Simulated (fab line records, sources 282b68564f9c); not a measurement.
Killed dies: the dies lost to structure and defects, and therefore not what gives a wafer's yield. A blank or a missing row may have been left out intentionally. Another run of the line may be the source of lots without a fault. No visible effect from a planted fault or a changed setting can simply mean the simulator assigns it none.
Problem report, 8D (eight disciplines) form, completed by code || flow rit cmos || the parts of the form that need people (team, actions taken, sign-off) are left out

== 1. THE PROBLEM ==
Mean NRETRO_TW at RIT_NRETRO_TW_MEAS_10: 1138 over 6 wafers in 2 lots; fault-free wafers: 1050, standard deviation 7.9. Relative to the usual mean, that is a shift of +11 standard deviations.
First observed at day 4 02:52: wafer L916.1, on film metro-03. At this step, 42 wafers from 14 lots have a number in the record. Rule for "out", or "out of limits": more than 4 standard deviations from the usual mean. The rest of the wafers with a number are treated as sound.

== 2. WHAT IT IS; WHAT IT IS NOT ==
{"question": "which readings at this step", "is": "NRETRO_TW", "is not": "-"}
{"question": "which lots", "is": "L916, L920", "is not": "L907, L908, L909, L910, L912, L913, L922, L924, L925, L927, L928, L929"}
{"question": "which wafers of those lots", "is": "all that have a number", "is not": "-"}
{"question": "read on which gauges", "is": "film metro-01, film metro-03", "is not": "film metro-04"}
{"question": "when", "is": "from day 4 02:52", "is not": "up to then (18 sound wafers); but 18 sound wafers of L922, L924, L925, L927, L928, L929 came after"}

== 3. THE SUSPECTS, EACH WITH WHAT RULES IT OUT ==
Counting: a tool at any process step up to the reading remains a suspect when it ran all the lots that are out and ran no sound lot after the first of those.
- the gauge at RIT_NRETRO_TW_MEAS_10: ruled out. 2 gauges (film metro-01, film metro-03) read the wafers that are out.
- implanter-03 at RIT_NRETRO_IMPLANT_08: kept. Every lot that is out went through it, starting with L916 (day 4 02:32), and after that it ran no sound lot; the last sound lot it ran before then is L912 (day 3 12:49). On those wafers its own readings are out: beam energy keV.
Remaining after the count: implanter-03 at RIT_NRETRO_IMPLANT_08.

== 4. THE CAUSE (what the simulator had put in) ==
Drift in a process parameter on implanter-03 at RIT_NRETRO_IMPLANT_08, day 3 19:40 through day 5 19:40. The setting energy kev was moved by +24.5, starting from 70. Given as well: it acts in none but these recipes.
Counting left only this tool.

== 5. THE CHAIN OF EFFECTS, in route order ==
Rows list readings where the struck wafers' mean (over those with a number) sits beyond 3 standard deviations from the usual. Scope: only readings with a usual standard deviation given in the record; hours: median across lots of the time from each lot's start at the first step in this table that gives one to its start at this step; sigmas: change in usual standard deviations.
{"hours": 0, "step": "RIT_NRETRO_IMPLANT_08", "reading": "beam energy keV", "usual": 70.004, "on struck wafers": 94.502, "change": "+24.498", "sigmas": "+99 or more"}
{"hours": 0, "step": "RIT_NRETRO_TW_MEAS_10", "reading": "NRETRO_TW", "usual": 1050, "on struck wafers": 1138, "change": "+88", "sigmas": "+11"}
The process steps in it:
- RIT_NRETRO_IMPLANT_08

== 6. WHAT WOULD HAVE CAUGHT IT SOONER ==
In this record the first reading out of limits at a measuring or inspecting step was taken at day 4 02:52, 7 hours after the fault began at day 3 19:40.
Tool's own readings at RIT_NRETRO_IMPLANT_08, beam energy keV: out on all struck wafers the step has rows for; an alarm limit on them would have tripped on the first.
Of the lots that are out (2), L920 began RIT_NRETRO_IMPLANT_08 on implanter-03 after day 4 02:52. Putting the tool on hold at that point would have spared it.
